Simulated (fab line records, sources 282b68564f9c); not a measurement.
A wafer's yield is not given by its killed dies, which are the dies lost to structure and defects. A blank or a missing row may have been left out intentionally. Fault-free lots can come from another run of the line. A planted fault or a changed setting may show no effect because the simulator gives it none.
Lot-split experiment    flow ritCmos    on a route of 202 steps: 5 lots, 23 wafers read

THE SPLIT ITSELF
At RIT_SILICIDE_SPUTTER_01 (material Ti, target thk 30 nm, time 240 s), the setting powerW was moved away from the recipe's 350 W on 4 of the 23 wafers read, by -5.5% to +10.0%. All remaining wafers had this setting at the recipe value.

FROM SPLIT TO READING: 1 step shown by the file between the two
- RIT_SILICIDE_RS_MEAS_02: measures by four-point-probe

THE READING
SILICIDE_TI_THK, in nm, at RIT_SILICIDE_THK_MEAS_03 (measures by xrf). On this fab line, fault-free wafers typically give 30.09 nm with a standard deviation of 0.26 nm.

wafer   tool, chamber at the split  powerW as run, W  against the recipe  SILICIDE_TI_THK, nm  against lot-mates on the recipe
L080.1  pvdSputter-04, -            350               recipe              30.01                -
L080.2  pvdSputter-04, -            350               recipe              29.44                -
L080.4  pvdSputter-04, -            350               recipe              29.83                -
L080.5  pvdSputter-04, -            330.7             -5.5%               28.37                -1.39
L080.6  pvdSputter-04, -            330.7             -5.5%               28.45                -1.31
L081.1  pvdSputter-03, -            350               recipe              29.90                -
L081.2  pvdSputter-03, -            350               recipe              29.90                -
L081.3  pvdSputter-03, -            350               recipe              29.74                -
L081.4  pvdSputter-03, -            350               recipe              29.88                -
L081.6  pvdSputter-03, -            350               recipe              29.62                -
L083.1  pvdSputter-03, -            350               recipe              30.34                -
L083.2  pvdSputter-03, -            384.9             +10.0%              33.18                +2.88
L083.3  pvdSputter-03, -            350               recipe              30.36                -
L083.5  pvdSputter-03, -            384.9             +10.0%              33.06                +2.76
L083.6  pvdSputter-03, -            350               recipe              30.21                -
L084.1  pvdSputter-04, -            350               recipe              30.29                -
L084.2  pvdSputter-04, -            350               recipe              30.40                -
L084.3  pvdSputter-04, -            350               recipe              30.52                -
L084.5  pvdSputter-04, -            350               recipe              30.37                -
L084.6  pvdSputter-04, -            350               recipe              30.00                -
L085.2  pvdSputter-02, -            350               recipe              29.75                -
L085.3  pvdSputter-02, -            350               recipe              29.77                -
L085.6  pvdSputter-02, -            350               recipe              29.46                -

FIT RESULTS
A straight line over all 23 wafers: SILICIDE_TI_THK changes by +0.307 nm for each +1% of powerW; r = +0.96; the points scatter about the line by 0.31 nm.
The same after taking each lot's own level away (the mean of its wafers on the recipe; 23 wafers): +0.273 nm for each +1%; r = +0.99; scatter 0.16 nm.
Per that fit: largest powerW move, reading shift of 2.7 nm.
The lots' own levels span 29.660 to 30.316 nm, that is 2.5 times the standard deviation above.
Hence the slope depends on the lot-to-lot level, as the two fits are not the same.
Check: for one of the wafers moved furthest among these (+10.0%), held out of the fit, the line's prediction against its lot-mates is +2.65 nm. It came out at +2.88 nm against them.

OTHER SPLITS ON THESE WAFERS
Note: prior to the reading, these wafers also went through further splits. Each is held against what the fit with the lots' levels taken away leaves over:
other split on the same wafers  wafers away from the commonest value  r with SILICIDE_TI_THK (lot level and that fit taken away)
RIT_NWELL_IMPLANT_08 energyKev  12                                    +0.31
RIT_PRETRO_IMPLANT_08 doseCm2   10                                    -0.31
RIT_PLDD_IMPLANT_08 energyKev   7                                     +0.18
RIT_NSD_IMPLANT_08 doseCm2      7                                     +0.06
RIT_PSD_IMPLANT_08 doseCm2      6                                     +0.15

THE WHOLE CHAIN: every reading that the file lists as answering this split, in the file's order
step                      what it does                               reading                                                                           change (the file's fit)                r (the file's)
RIT_SILICIDE_SPUTTER_01   material Ti, target thk 30 nm, time 240 s  Ti_of_SILICIDE_SPUTTER_01.thkNm (the simulator's own value, which no gauge read)  +0.269 nm for each +1% of the setting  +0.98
RIT_SILICIDE_RS_MEAS_02   measures by four-point-probe               SILICIDE_TI_RS                                                                    -0.507 for each +1% of the setting     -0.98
RIT_SILICIDE_THK_MEAS_03  measures by xrf                            SILICIDE_TI_THK                                                                   +0.274 for each +1% of the setting     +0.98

FILE'S OWN FIT
SILICIDE_TI_THK changes by +0.274 nm for each +1% of powerW, r = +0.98.
